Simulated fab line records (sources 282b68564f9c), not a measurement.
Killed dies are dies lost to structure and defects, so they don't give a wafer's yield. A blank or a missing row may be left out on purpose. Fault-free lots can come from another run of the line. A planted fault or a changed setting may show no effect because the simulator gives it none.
Comparing a struck lot with a sound one / flow rit cmos / 28 out of 202 route steps
Sound: the wafers L900.1, L900.3, L900.4. Wafers L904.1, L904.3, L904.6 were the ones struck. The cause is given at the end.
Per side, at each step with rows, come the tool, then ch with its chambers, and then its first start. Under that, the readings that differ: sound wafers / struck wafers / difference of the means / sigmas: that difference in standard deviations of wafers without a fault.
alike: readings whose means differ by less than 2 such deviations, and words and numbers that are the same on both sides. not compared: withheld readings, readings that some wafer has no value for, bounds like >300 that may hide the same value, and numbers for which the record gives no deviation and whose values overlap.
The two part at a step that has a row with sigmas, a row that says differs or no value, or rows on one side only. Non-overlapping numbers with no deviation appear without sigmas and do not part them. Lack of a reading on every wafer of one side parts them only where that side has two or more wafers.

RIT_ACTIVE_BOW_MEAS_00:
  sound on film metro-02 at day 2 06:00; struck on film metro-02 at day 3 02:00
  alike: INCOMING_BOW
RIT_ACTIVE_OXIDATION_01: target thk 46.8 nm, ox time 3360 s.
  sound on furnace-04 ch 0, day 2 07:16; struck on furnace-04 ch 0, day 3 06:37
  alike: ox temp c
RIT_ACTIVE_THK_MEAS_02:
  sound on film metro-02 at day 2 09:12; struck on film metro-02 at day 3 08:47
reading=ACTIVE_OXIDE_THK (nm); sound=47.3 48.0 47.0; struck=74.4 74.9 75.0; difference=+27.3; sigmas=+27
then, 1 step without rows for these wafers: RIT_ACTIVE_CVD_03 (deposits Si3N4 from SiH2Cl2/NH3, target thk 150 nm, time 1537 s).
RIT_ACTIVE_THK_MEAS_04:
  sound on film metro-01 at day 2 10:41; struck on film metro-02 at day 3 14:11
  alike: ACTIVE_NITRIDE_THK
then, 6 steps without rows for these wafers: RIT_ACTIVE_HMDS_05 (prime time 60 s); RIT_ACTIVE_COAT_06 (resist thk 991.5 nm); RIT_ACTIVE_SOFTBAKE_07 (time 60 s); RIT_ACTIVE_EXPOSE_08 (exposes mask M1, target cd 1400 nm); RIT_ACTIVE_PEB_09; RIT_ACTIVE_DEVELOP_10 (develop time 50 s).
RIT_ACTIVE_CD_MEAS_11: target cd 1400 nm.
  sound on cd sem-01 at day 2 11:35; struck on cd sem-02 at day 3 15:19
  alike: cd nm
then, 1 step without rows for these wafers: RIT_ACTIVE_HARDBAKE_12 (time 60 s).
RIT_ACTIVE_ETCH_13: etches Si3N4 in SF6, stops on SiO2, time 210 s, target depth 210 nm.
  sound on rie diel-02 ch 0,1,2, day 2 11:52; struck on rie diel-02 ch 1,3, day 3 15:40
reading=model.SiO2_of_ACTIVE_OXIDATION_01.thk nm (nm); sound=47.27 47.6 47.02; struck=74.43 74.9 75; difference=+27.48; sigmas=
  alike: drypump motor current A, oes product au, throttle valve pct
  not compared: rf hours counter h
RIT_ACTIVE_STRIP_14: strips in O2, time 180 s.
  sound on plasma asher-01 ch 0,1, day 2 11:59; struck on plasma asher-02 ch 0,1, day 3 16:02
  alike: drypump motor current A, rf refl power W
  not compared: rf hours counter h
RIT_ACTIVE_CD_MEAS_90: target cd 1400 nm.
  sound on cd sem-01 at day 2 12:10; struck on cd sem-02 at day 3 16:15
  alike: cd nm
then, 4 steps without rows for these wafers: RIT_ACTIVE_CLEAN_15 (cleans in SC1, time 600 s); RIT_ACTIVE_CLEAN_16 (cleans in dHF, time 30 s); RIT_ACTIVE_CLEAN_17 (cleans in SC2, time 600 s); RIT_FOX1_OXIDATION_00 (target thk 350.7 nm, ox time 1130 s).
RIT_FOX1_THK_MEAS_01:
  sound on film metro-02 at day 2 15:19; struck on film metro-03 at day 3 18:27
reading=FOX1_OXIDE_THK (nm); sound=357 363 355; struck=344 338 339; difference=-18; sigmas=-3
then, 2 steps without rows for these wafers: RIT_FOX1_WET_ETCH_02 (etches SiO2 in BOE, target depth 350 nm, time 390 s); RIT_FOX2_OXIDATION_00 (target thk 350.7 nm, ox time 1130 s).
RIT_FOX2_THK_MEAS_01:
  sound on film metro-01 at day 2 17:19; struck on film metro-03 at day 3 21:04
  alike: FOX2_OXIDE_THK
then, 1 step without rows for these wafers: RIT_FOX2_CLEAN_02 (cleans in dHF, time 180 s).
RIT_FOX2_WET_ETCH_03: etches Si3N4 in H3PO4, target depth 195 nm, time 2700 s.
  sound on wet bench-01 ch 1, day 2 17:26; struck on wet bench-02 ch 2, day 3 21:10
reading=model.SiO2_of_ACTIVE_OXIDATION_01.thk nm (nm); sound=42.1 42.44 41.9; struck=66 66.44 66.49; difference=+24; sigmas=
RIT_FOX2_THK_MEAS_90:
  sound on film metro-03 at day 2 18:16; struck on film metro-03 at day 3 22:00
  alike: FIELD_OXIDE_LEFT_1_THK
RIT_M1_PROBE_99:
  sound on prober-02 at day 4 15:35; struck on prober-02 at day 5 14:30
  alike: killed at front end, killed dies, killed open, killed short

== WHERE THEY PART ==
Last at RIT_FOX1_THK_MEAS_01 as far as this record goes, first at RIT_ACTIVE_THK_MEAS_02. Later steps at which nothing parts them and some readings are alike: RIT_FOX2_THK_MEAS_01, RIT_FOX2_THK_MEAS_90, RIT_M1_PROBE_99.

WHY: what had been put in by the simulator
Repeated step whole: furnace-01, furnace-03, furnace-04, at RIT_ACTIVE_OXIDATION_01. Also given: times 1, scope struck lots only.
